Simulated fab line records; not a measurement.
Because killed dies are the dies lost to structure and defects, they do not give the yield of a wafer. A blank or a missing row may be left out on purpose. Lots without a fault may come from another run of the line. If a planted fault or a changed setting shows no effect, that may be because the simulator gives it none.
The tool behind it: which one? -- flow berkeley_cmos170 -- 14 lots, 42 wafers sampled, at 5 steps of a route of 331

== WHAT EACH GAUGE READ, for each wafer ==
UCB170_FIELD_THK_MEAS_02.
lot,measured,on,FIELD_OXIDE_THK (nm)
L466,day 5 07:51,film_metro-01,559 565 570
L467,day 5 07:51,film_metro-04,550 543 548
L468,day 5 17:08,film_metro-04,552 548 550
L469,day 6 04:29,film_metro-04,566 572 552
L471,day 6 04:30,film_metro-01,569 572 566
L470,day 6 04:33,film_metro-04,551 550 544
L474,day 7 02:17,film_metro-04,561 570 565
L473,day 7 02:19,film_metro-01,562 562 554
L476,day 7 16:04,film_metro-03,579 570 568
L475,day 7 16:05,film_metro-04,562 553 551
L477,day 7 16:07,film_metro-04,547 549 553
L478,day 8 04:46,film_metro-04,554 552 549
L487,day 9 21:52,film_metro-04,571 571 568
L488,day 9 21:53,film_metro-03,543 542 541

UCB170_NVT_OVL_MEAS_06.
lot,measured,on,NVT_OVL (nm)
L466,day 6 07:11,overlay-01,-6 -6 -3
L467,day 6 07:28,overlay-01,-6 -2 -3
L468,day 7 02:10,overlay-02,-11 -15 -11
L469,day 7 14:17,overlay-01,-2 -14 -6
L471,day 7 14:46,overlay-01,3 -1 -2
L470,day 7 14:32,overlay-02,9 0 11
L474,day 8 06:32,overlay-01,-3 -9 -6
L473,day 8 07:14,overlay-01,0 2 -3
L476,day 8 16:02,overlay-02,11 10 11
L475,day 8 15:46,overlay-01,-3 2 4
L477,day 8 16:18,overlay-02,4 8 3
L478,day 9 08:14,overlay-01,5 -4 -1
L487,day 11 04:17,overlay-02,7 2 3
L488,day 11 03:35,overlay-02,-1 2 -7

UCB170_NVT_TW_MEAS_09.
lot,measured,on,NVT_TW
L466,day 6 07:29,film_metro-02,520 518 519
L467,day 6 07:46,film_metro-04,529 526 529
L468,day 7 02:27,film_metro-02,524 522 523
L469,day 7 14:34,film_metro-03,520 520 521
L471,day 7 15:04,film_metro-04,531 532 532
L470,day 7 14:49,film_metro-03,519 521 520
L474,day 8 06:49,film_metro-02,514 519 516
L473,day 8 07:32,film_metro-02,520 518 515
L476,day 8 16:19,film_metro-04,528 528 529
L475,day 8 16:05,film_metro-04,524 522 524
L477,day 8 16:35,film_metro-04,527 526 526
L478,day 9 08:31,film_metro-04,529 529 527
L487,day 11 04:35,film_metro-04,533 531 529
L488,day 11 03:52,film_metro-02,519 518 519

UCB170_GATE_THK_MEAS_05.
lot,measured,on,GATE_POLY_THK (nm)
L466,day 7 07:08,film_metro-02,214.2 213.4 212.8
L467,day 7 07:09,film_metro-01,217.2 214.9 215.8
L468,day 7 20:35,film_metro-04,214.3 212.9 213.4
L469,day 8 06:55,film_metro-02,215.6 213.4 215.4
L471,day 8 06:59,film_metro-04,214.7 214.9 215.9
L470,day 8 06:55,film_metro-04,215.5 214.4 216.5
L474,day 8 21:34,film_metro-01,218.8 218.1 218.4
L473,day 8 21:35,film_metro-04,213.7 216.7 214.9
L476,day 9 07:23,film_metro-01,213.5 214.9 212.0
L475,day 9 07:24,film_metro-04,214.4 215.0 213.4
L477,day 9 07:23,film_metro-02,214.2 214.4 212.6
L478,day 9 21:30,film_metro-04,214.9 216.2 214.3
L487,day 11 18:19,film_metro-04,174.0 173.1 173.6 173.9 173.1 173.7
L488,day 11 18:21,film_metro-01,173.1 173.5 173.8 173.1 173.5 173.8

== TOOL THAT RAN EACH LOT (tool first, then ch and the chambers of the sampled wafers, then the start) ==
lot,UCB170_GATE_CVD_04
L466,"lpcvd-02 ch 0, day 7 05:02"
L467,"lpcvd-02 ch 0, day 7 05:02"
L468,"lpcvd-02 ch 1, day 7 19:11"
L469,"lpcvd-02 ch 0, day 8 05:31"
L471,"lpcvd-02 ch 1, day 8 05:31"
L470,"lpcvd-02 ch 0, day 8 05:31"
L474,"lpcvd-02 ch 1, day 8 20:10"
L473,"lpcvd-02 ch 0, day 8 20:10"
L476,"lpcvd-01 ch 1, day 9 05:58"
L475,"lpcvd-01 ch 0, day 9 05:58"
L477,"lpcvd-01 ch 1, day 9 05:58"
L478,"lpcvd-01 ch 0, day 9 20:04"
L487,"lpcvd-01 ch 1, day 11 16:55"
L488,"lpcvd-01 ch 1, day 11 16:55"
- UCB170_GATE_CVD_04: deposits poly-Si from SiH4, time 1440 s, target thk 214 nm.

== AS READ BY THE TOOLS THEMSELVES (means over the sampled wafers that have a number; for cases with no such wafer, the mark the record gives instead) ==
UCB170_GATE_CVD_04.
lot,tool,sih4_flow_sccm (sccm),zone_power_centre_pct (%),zone_power_source_pct (%)
L466,lpcvd-02,119.6,33.2,12.0
L467,lpcvd-02,119.7,33.1,12.1
L468,lpcvd-02,119.7,27.3,13.2
L469,lpcvd-02,119.8,33.2,12.1
L471,lpcvd-02,121.0,28.0,13.2
L470,lpcvd-02,119.9,33.2,12.2
L474,lpcvd-02,120.0,27.6,13.1
L473,lpcvd-02,120.1,33.3,12.0
L476,lpcvd-01,119.7,29.1,14.2
L475,lpcvd-01,119.5,26.8,11.7
L477,lpcvd-01,120.0,29.0,14.0
L478,lpcvd-01,119.7,27.1,11.6
L487,lpcvd-01,96.2,29.3,14.1
L488,lpcvd-01,95.9,29.2,14.1

== THE ANSWER, worked out from the rows above alone ==
Rule: usual is defined by the lots themselves. Put in order of their means at a reading, lots are off if they are a third of the lots or fewer, leave a main group of 4 or more, and stand apart from it by a gap of 3 or more times the standard deviation of the main group's means; of several such gaps the widest counts. Not used: any main group whose means are identical at the precision the tables above print for the reading. A lot without any number at a reading at which 4 lots or more have one is off too. Where the step has rows for the other lots, those lots are counted as sound. First the gauges in route order, then the tools' own readings, where a lot's mean is used as printed above. The first step at which some lot is off is used, and at that step the reading that is off furthest; a lot without a number counts as furthest.
Off: at UCB170_GATE_THK_MEAS_05 (GATE_POLY_THK), L487, L488. The main group: mean 214.9 nm, standard deviation 1.3.
If a tool, at a process step before that reading, ran all the lots that are off and no sound lot after the first of them, it fits. The gauges at UCB170_GATE_THK_MEAS_05 aren't tried: what is off there is off at UCB170_GATE_CVD_04 too, on other tools, and a gauge's error can't cause that. One fits: lpcvd-01 at UCB170_GATE_CVD_04. Its last sound lot is L478 (day 9 20:04), its first lot that is off L487 (day 11 16:55): a fault that began between those two fits.
On the lots that are off, the tool's own readings at UCB170_GATE_CVD_04 differ by more than 5 times the standard deviation of the sound lots' means, which bears it out; sih4_flow_sccm reads 96.1 sccm there versus 119.9 sccm on the sound lots.

== WHAT THE SIMULATOR PUT IN ==
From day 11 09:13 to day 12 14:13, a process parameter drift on lpcvd-01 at UCB170_GATE_CVD_04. The setting sih4_flow_sccm was moved by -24, starting from 120. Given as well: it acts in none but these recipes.
Shown lots that were struck: L487, L488. The rule above found the same.
